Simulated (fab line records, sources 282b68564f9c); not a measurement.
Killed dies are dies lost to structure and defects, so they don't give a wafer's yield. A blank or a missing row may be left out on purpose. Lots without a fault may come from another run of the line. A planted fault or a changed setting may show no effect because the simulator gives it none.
fab line records | flow rit_cmos
record lots=15 wafers=45 last_day=8
route steps=202 shown NWELL@38 NLDD@111 PLDD@124 M1@185
lots that met no fault: from a run of the same line without faults
start_h: hours from the record's first day to the start of the lot's first wafer shown | wait_h: hours since the lot's step before | " the same as in the row above | L1.1+2: a row that stands for several wafers | - no value, or no start given | * or withheld: withheld | < > ~ a bound
route shown NAME@n: a module of which the file shows steps, and the number in the route of the first | usual: mean/standard deviation of fault-free wafers | same: alike in all rows | chamber/n: place in a boat | sites: the reading at each site | _std_site: their standard deviation | _edge_site: outer sites' mean less inner sites' | radius_mm: how far each site lies from the wafer's centre | mask NAME#n: copy n | behind: the tool/chamber that last shaped the wafer | hold: why the lot was held/for how many hours/how that ended | device: the transistor (n, p or np) that didn't switch | end of line: the same wafers' tests at the end of the route | a step without rows: its recipe alone | killed: dies lost to structure and defects at the first sort, not the wafer's yield | map: a wafer's dies, x killed, . not, _ none there
set.NAME: the setting as run; set.NAME@STEP: as run at that earlier step | model.NAME: the simulator's own value behind a step, which no gauge read
steps of the route over a sample of lots; a table a step, a row a wafer
## steps
# step RIT_NWELL_TW_MEAS_10
# usual NWELL_TW=2121/16
# columns lot.wafer tool chamber start_h wait_h NWELL_TW
L855.1 film_metro-03 - 25.36 0.1 2096
L855.2 " - " " 2106
L855.4 " - " " 2100
L856.2 film_metro-03 - 31.19 0.1 2089
L856.4 " - " " 2101
L856.6 " - " " 2107
L857.2 film_metro-04 - 37.27 0.1 2135
L857.3 " - " " 2132
L857.6 " - " " 2137
L859.2 film_metro-01 - 46.39 0.1 2109
L859.3 " - " " 2109
L859.6 " - " " 2112
L860.3 film_metro-03 - 49.96 0.1 2106
L860.4 " - " " 2099
L860.5 " - " " 2104
L861.1 film_metro-04 - 52.64 0.1 2119
L861.4 " - " " 2135
L861.5 " - " " 2139
L862.1 film_metro-03 - 57.53 0.1 2115
L862.2 " - " " 2104
L862.5 " - " " 2115
L868.1 film_metro-01 - 86.75 0.1 2107
L868.2 " - " " 2106
L868.3 " - " " 2113
L869.2 film_metro-01 - 93.10 0.1 2109
L869.4 " - " " 2116
L869.6 " - " " 2116
L870.4 film_metro-04 - 99.52 0.1 2137
L870.5 " - " " 2143
L870.6 " - " " 2139
L873.1 film_metro-01 - 112.63 0.1 2118
L873.2 " - " " 2125
L873.4 " - " " 2118
L875.4 film_metro-01 - 132.23 0.1 2138
L875.5 " - " " 2125
L875.6 " - " " 2137
L876.1 film_metro-01 - 136.58 0.1 2117
L876.3 " - " " 2135
L876.6 " - " " 2120
L877.1 film_metro-04 - 136.82 0.1 2143
L877.4 " - " " 2142
L877.6 " - " " 2142
L878.1 film_metro-03 - 145.60 0.1 2101
L878.2 " - " " 2107
L878.5 " - " " 2115
# step RIT_NLDD_IMPLANT_08
# recipe species=P energy_kev=20 dose_cm2=5.037e+14 tilt_deg=7
# usual beam_energy_keV=20.000/0.0062 end_station_pressure_torr=6.3e-06/3.2e-07
# same implant_ion_amu=31
# columns lot.wafer tool chamber start_h wait_h beam_energy_keV end_station_pressure_torr
L855.1 implanter-01 0 49.36 0.1 19.992 6.5e-06
L855.2 " 0 " " 19.996 6.1e-06
L855.4 " 0 " " 19.993 6.5e-06
L856.2 implanter-03 0 55.16 0.1 20.003 6.5e-06
L856.4 " 0 " " 20.000 6.3e-06
L856.6 " 0 " " 20.005 6.3e-06
L857.2 implanter-02 0 57.79 0.1 19.994 6.2e-06
L857.3 " 0 " " 19.994 6.1e-06
L857.6 " 0 " " 19.995 5.9e-06
L859.2 implanter-01 0 71.78 0.1 19.994 6.5e-06
L859.3 " 0 " " 20.004 5.9e-06
L859.6 " 0 " " 20.007 6.2e-06
L860.3 implanter-03 0 72.05 0.1 20.012 6.2e-06
L860.4 " 0 " " 20.014 5.9e-06
L860.5 " 0 " " 19.998 6.5e-06
L861.1 implanter-03 0 75.09 0.1 20.004 6.4e-06
L861.4 " 0 " " 20.002 6e-06
L861.5 " 0 " " 20.007 6.3e-06
L862.1 implanter-01 0 86.00 0.1 20.007 6.9e-06
L862.2 " 0 " " 20.000 6.3e-06
L862.5 " 0 " " 19.990 6.8e-06
L868.1 implanter-03 0 110.40 0.1 20.199 5.7e-06
L868.2 " 0 " " 20.186 6.7e-06
L868.3 " 0 " " 20.191 5.9e-06
L869.2 implanter-03 0 124.08 0.1 20.191 6.8e-06
L869.4 " 0 " " 20.190 6e-06
L869.6 " 0 " " 20.189 6.2e-06
L870.4 implanter-03 0 137.58 0.1 20.193 6.5e-06
L870.5 " 0 " " 20.189 6.6e-06
L870.6 " 0 " " 20.193 6.8e-06
L873.1 implanter-02 0 148.79 0.1 20.005 6.3e-06
L873.2 " 0 " " 20.002 6.3e-06
L873.4 " 0 " " 19.996 6.5e-06
L875.4 implanter-01 0 156.96 0.1 19.998 6.3e-06
L875.5 " 0 " " 19.999 6.1e-06
L875.6 " 0 " " 19.997 6.2e-06
L877.1 implanter-02 0 162.46 0.1 19.996 6.4e-06
L877.4 " 0 " " 19.997 6.1e-06
L877.6 " 0 " " 19.999 6.4e-06
L876.1 implanter-02 0 164.84 0.1 19.997 6.3e-06
L876.3 " 0 " " 19.995 6.6e-06
L876.6 " 0 " " 19.993 6.2e-06
L878.1 implanter-02 0 168.18 0.1 20.003 6.5e-06
L878.2 " 0 " " 20.005 6.9e-06
L878.5 " 0 " " 19.998 5.6e-06
# step RIT_PLDD_TW_MEAS_10
# usual PLDD_TW=2334/18
# columns lot.wafer tool chamber start_h wait_h PLDD_TW
L855.1 film_metro-01 - 51.23 0.1 2316
L855.2 " - " " 2318
L855.4 " - " " 2330
L856.2 film_metro-01 - 57.01 0.1 2316
L856.4 " - " " 2326
L856.6 " - " " 2325
L857.2 film_metro-01 - 59.65 0.1 2329
L857.3 " - " " 2313
L857.6 " - " " 2321
L859.2 film_metro-04 - 73.74 0.1 2346
L859.3 " - " " 2335
L859.6 " - " " 2338
L860.3 film_metro-02 - 73.89 0.1 2363
L860.4 " - " " 2361
L860.5 " - " " 2374
L861.1 film_metro-01 - 76.96 0.1 2338
L861.4 " - " " 2316
L861.5 " - " " 2322
L862.1 film_metro-01 - 87.87 0.1 2314
L862.2 " - " " 2314
L862.5 " - " " 2326
L868.1 film_metro-02 - 112.27 0.1 2352
L868.2 " - " " 2364
L868.3 " - " " 2352
L869.2 film_metro-04 - 125.94 0.1 2341
L869.4 " - " " 2356
L869.6 " - " " 2338
L870.4 film_metro-02 - 139.28 0.1 2370
L870.5 " - " " 2362
L870.6 " - " " 2364
L873.1 film_metro-04 - 150.88 0.1 2351
L873.2 " - " " 2345
L873.4 " - " " 2344
L875.4 film_metro-01 - 158.79 0.1 2323
L875.5 " - " " 2331
L875.6 " - " " 2322
L877.1 film_metro-01 - 164.38 0.1 2329
L877.4 " - " " 2330
L877.6 " - " " 2318
L876.1 film_metro-01 - 166.59 0.1 2321
L876.3 " - " " 2326
L876.6 " - " " 2327
L878.1 film_metro-02 - 170.10 0.1 2348
L878.2 " - " " 2360
L878.5 " - " " 2361
# step RIT_M1_RS_MEAS_01
# recipe thk_meas_gauge=four-point-probe reads=Al_of_M1_SPUTTER_00
# usual M1_AL_RS=0.0737/0.001
# columns lot.wafer tool chamber start_h wait_h M1_AL_RS[ohm/sq]
L855.1 film_metro-02 - 61.40 0.1 0.0736
L855.2 " - " " 0.0736
L855.4 " - " " 0.0732
L856.2 film_metro-04 - 66.52 0.2 0.0730
L856.4 " - " " 0.0730
L856.6 " - " " 0.0725
L857.2 film_metro-01 - 69.18 0.2 0.0725
L857.3 " - " " 0.0722
L857.6 " - " " 0.0722
L859.2 film_metro-01 - 84.47 0.2 0.0716
L859.3 " - " " 0.0731
L859.6 " - " " 0.0716
L860.3 film_metro-02 - 85.25 0.2 0.0731
L860.4 " - " " 0.0733
L860.5 " - " " 0.0727
L861.1 film_metro-01 - 88.41 0.1 0.0754
L861.4 " - " " 0.0760
L861.5 " - " " 0.0750
L862.1 film_metro-02 - 99.09 0.1 0.0728
L862.2 " - " " 0.0730
L862.5 " - " " 0.0727
L868.1 film_metro-02 - 122.60 0.1 0.0740
L868.2 " - " " 0.0736
L868.3 " - " " 0.0754
L869.2 film_metro-01 - 135.89 0.2 0.0745
L869.4 " - " " 0.0743
L869.6 " - " " 0.0751
L870.4 film_metro-01 - 148.93 0.2 0.0725
L870.5 " - " " 0.0725
L870.6 " - " " 0.0734
L873.1 film_metro-01 - 161.26 0.1 0.0741
L873.2 " - " " 0.0744
L873.4 " - " " 0.0743
L875.4 film_metro-04 - 170.25 0.2 0.0738
L875.5 " - " " 0.0747
L875.6 " - " " 0.0741
L877.1 film_metro-04 - 175.30 0.1 0.0735
L877.4 " - " " 0.0742
L877.6 " - " " 0.0747
L876.1 film_metro-02 - 176.84 0.1 0.0754
L876.3 " - " " 0.0750
L876.6 " - " " 0.0756
L878.1 film_metro-01 - 180.84 0.1 0.0736
L878.2 " - " " 0.0735
L878.5 " - " " 0.0734
# step RIT_M1_PROBE_99
# usual killed_at_contacts=0.0/0.2 killed_at_front_end=7.0/2.8 killed_dies=7.0/2.8 killed_open=3.4/1.9 killed_short=3.6/2
# same gross_dies=264 killed_at_M0_to_M3=0 killed_at_M4_up=0 killed_at_back_side=0 killed_at_other=0
# columns lot.wafer tool chamber start_h wait_h killed_at_contacts killed_at_front_end killed_dies killed_open killed_short
L861.1 prober-02 - 92.18 0.1 0 8 8 4 4
L861.4 prober-02 - 92.33 0.2 0 4 4 3 1
L861.5 prober-02 - 92.38 0.2 0 5 5 1 4
L868.1 prober-01 - 126.81 0.1 0 10 10 4 6
L868.2 prober-01 - 126.86 0.1 0 5 5 2 3
L868.3 prober-01 - 126.91 0.2 0 8 8 5 3
L869.2 prober-02 - 139.65 0.1 0 4 4 2 2
L869.4 prober-02 - 139.75 0.2 1 13 14 4 10
L869.6 prober-02 - 139.85 0.2 0 9 9 5 4
L870.4 prober-01 - 152.97 0.2 0 9 9 1 8
L870.5 prober-01 - 153.02 0.2 0 11 11 5 6
L870.6 prober-01 - 153.07 0.2 0 8 8 5 3
L873.1 prober-02 - 165.14 0.1 0 10 10 5 5
L873.2 prober-02 - 165.19 0.1 0 11 11 6 5
L873.4 prober-02 - 165.29 0.2 0 9 9 1 8
L878.1 prober-01 - 184.68 0.1 0 2 2 1 1
L878.2 prober-01 - 184.73 0.1 0 7 7 4 3
L878.5 prober-01 - 184.88 0.2 0 4 4 3 1
# killed by level:class
L861.1 GATE:geometric_particle:short=3 FOX1:geometric_particle:open=1 FOX1:geometric_particle:short=1 REOX:geometric_particle:open=1 SPACER:geometric_particle:open=1 SILICIDE:geometric_particle:open=1
L861.4 GATE:geometric_particle:open=1 SPACER:geometric_particle:open=1 SPACER:geometric_particle:short=1 SILICIDE:geometric_particle:open=1
L861.5 GATE:geometric_particle:short=3 GATE:geometric_particle:open=1 SILICIDE:geometric_particle:short=1
L868.1 GATE:geometric_particle:open=3 GATE:geometric_particle:short=2 FOX1:geometric_particle:open=1 FOX2:geometric_particle:short=1 REOX:geometric_particle:short=1 SPACER:geometric_particle:short=1 SILICIDE:geometric_particle:short=1
L868.2 GATE:geometric_particle:short=3 GATE:geometric_particle:open=2
L868.3 GATE:geometric_particle:open=4 FOX2:geometric_particle:short=2 FOX1:geometric_particle:short=1 FOX1:geometric_particle:open=1
L869.2 FOX1:geometric_particle:open=1 GATE:geometric_particle:short=1 SPACER:geometric_particle:short=1 SILICIDE:geometric_particle:open=1
L869.4 GATE:geometric_particle:short=4 GATE:geometric_particle:open=2 SPACER:geometric_particle:short=2 FOX1:geometric_particle:short=1 FOX1:geometric_particle:open=1 FOX2:geometric_particle:short=1 SPACER:geometric_particle:open=1 SILICIDE:geometric_particle:short=1
L869.6 FOX1:geometric_particle:short=2 SILICIDE:geometric_particle:open=2 FOX1:geometric_particle:open=1 GATE:geometric_particle:short=1 GATE:geometric_particle:open=1 SPACER:geometric_particle:open=1 SILICIDE:geometric_particle:short=1
L870.4 GATE:geometric_particle:short=5 SPACER:geometric_particle:short=3 SPACER:geometric_particle:open=1
L870.5 GATE:geometric_particle:open=4 GATE:geometric_particle:short=3 SPACER:geometric_particle:short=2 REOX:geometric_particle:short=1 SILICIDE:geometric_particle:open=1
L870.6 GATE:geometric_particle:short=3 GATE:geometric_particle:open=3 FOX1:geometric_particle:open=1 REOX:geometric_particle:open=1
L873.1 GATE:geometric_particle:open=4 REOX:geometric_particle:short=3 FOX1:geometric_particle:open=1 GATE:geometric_particle:short=1 SPACER:geometric_particle:short=1
L873.2 GATE:geometric_particle:open=5 GATE:geometric_particle:short=2 SILICIDE:geometric_particle:short=2 REOX:geometric_particle:short=1 REOX:geometric_particle:open=1
L873.4 SPACER:geometric_particle:short=3 GATE:geometric_particle:short=2 SILICIDE:geometric_particle:short=2 GATE:geometric_particle:open=1 REOX:geometric_particle:short=1
L878.1 GATE:geometric_particle:open=1 GATE:geometric_particle:short=1
L878.2 GATE:geometric_particle:short=3 REOX:geometric_particle:open=2 GATE:geometric_particle:open=1 SILICIDE:geometric_particle:open=1
L878.5 GATE:geometric_particle:open=1 REOX:geometric_particle:short=1 SPACER:geometric_particle:open=1 SILICIDE:geometric_particle:open=1
## key
first_sign step=RIT_NLDD_IMPLANT_08 reading=beam_energy_keV direction=up sigmas=31 usual=20.000 struck=20.191
effect none on later readings
met_at RIT_NLDD_IMPLANT_08
struck_lots L868,L869,L870
tester_left_out L868,L869,L870
not_acting_at RIT_NWELL_TW_MEAS_10,RIT_PLDD_TW_MEAS_10,RIT_M1_RS_MEAS_01
onset_between 75.09 110.40
fault kind=process_parameter_drift tool=implanter-03 chamber=- onset_h=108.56 steps=RIT_NLDD_IMPLANT_08 channel=energy_kev offset=0.18936 shape=step end_h=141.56 acts_in=these_recipes_only stated=20
# tester_left_out: of these lots the tester's yield and bins aren't shown, on N5 and GAA mostly nor the transistor test; their killed dies are dies lost to structure and defects alone, not to doping, threshold or leakage, so they don't give the yield
